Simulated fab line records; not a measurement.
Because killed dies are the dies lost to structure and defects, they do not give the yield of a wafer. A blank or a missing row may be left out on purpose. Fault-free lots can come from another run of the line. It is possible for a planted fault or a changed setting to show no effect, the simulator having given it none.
Problem report, 8D (eight disciplines) form, completed by code :: flow rit-cmos :: the parts of the form that need people (team, actions taken, sign-off) are left out

1. THE PROBLEM
cd-nm at RIT_ACTIVE_CD_MEAS_11 reads a mean of 1376.9 nm on 3 wafers of 1 lot; wafers without a fault read 1399.8 nm with a standard deviation of 2.2. Measured from the usual mean, that is -10 standard deviations.
The step: target cd 1400 nm.
First observed at day 3 16:57: wafer L710.2, on cd-sem-01. Wafers with a number at this step in the record: 39, from 13 lots. Rule for "out" (also "out of limits"): further than 4 standard deviations from the usual mean. The other wafers with a number count as sound.

2. WHAT IT IS, WHAT IT ISN'T
question: which readings at this step
is: cd-nm
is not: -

question: which lots
is: L710
is not: L700, L701, L702, L704, L705, L706, L714, L718, L719, L721, L722, L723

question: which wafers of those lots
is: all that have a number
is not: -

question: read on which gauges
is: cd-sem-01
is not: cd-sem-02

question: when
is: from day 3 16:57
is not: up to then (18 sound wafers); but 18 sound wafers of L714, L718, L719, L721, L722, L723 came after

3. WHAT RULES OUT EACH SUSPECT
Counting: a tool stays on the suspect list if, at a process step up to the reading, it processed all lots that are out and no sound lot following the first of them.
- the gauge at RIT_ACTIVE_CD_MEAS_11: kept. All the wafers that are out were read on cd-sem-01, and no step on other tools shows them out.
- litho-track-03 at RIT_ACTIVE_DEVELOP_10 (develop time 50 s): kept. It ran the lot that is out, L710 (day 3 16:00), and no sound lot after that; its last sound lot up to then is L706 (day 2 21:00).
What counting leaves: litho-track-03 at RIT_ACTIVE_DEVELOP_10 and cd-sem-01 at RIT_ACTIVE_CD_MEAS_11.

4. THE CAUSE (what the simulator had put in)
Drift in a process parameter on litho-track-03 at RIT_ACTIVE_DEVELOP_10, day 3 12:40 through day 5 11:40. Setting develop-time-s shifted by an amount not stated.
2 suspects survive the count, and this tool is in that group.

5. THE CHAIN OF EFFECTS, in route order
Each row: a reading where the mean over the struck wafers with a number is more than 3 standard deviations away from the usual. Only readings whose record carries a usual standard deviation are examined. hours: median over the lots of the time between each lot's start at the first step of this table that gives one and its start at this step. sigmas: the change, counted in usual standard deviations.
hours: 0
step: RIT_ACTIVE_CD_MEAS_11
reading: cd-nm
usual: 1399.8 nm
on struck wafers: 1376.9
change: -22.9
sigmas: -10
At these later measuring or inspecting steps, every struck wafer for which the step has a row has a number for every such reading, and none has moved that far: RIT_FOX2_THK_MEAS_91, RIT_REOX_THK_MEAS_04, RIT_NSD_TW_MEAS_10.

6. WHAT WOULD HAVE CAUGHT IT SOONER
4 hours passed between the start of the fault at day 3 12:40 and the first reading out of limits at a measuring or inspecting step in this record, taken at day 3 16:57.
An alarm limit of 4 standard deviations would not have fired on the tool readings at RIT_ACTIVE_DEVELOP_10 for which the record gives a usual standard deviation, since none of them was out on any struck wafer.
The start of RIT_ACTIVE_DEVELOP_10 on litho-track-03 came by day 3 16:57 for every one of the lots that are out (1). Tool hold at that time: it would have spared none of them.
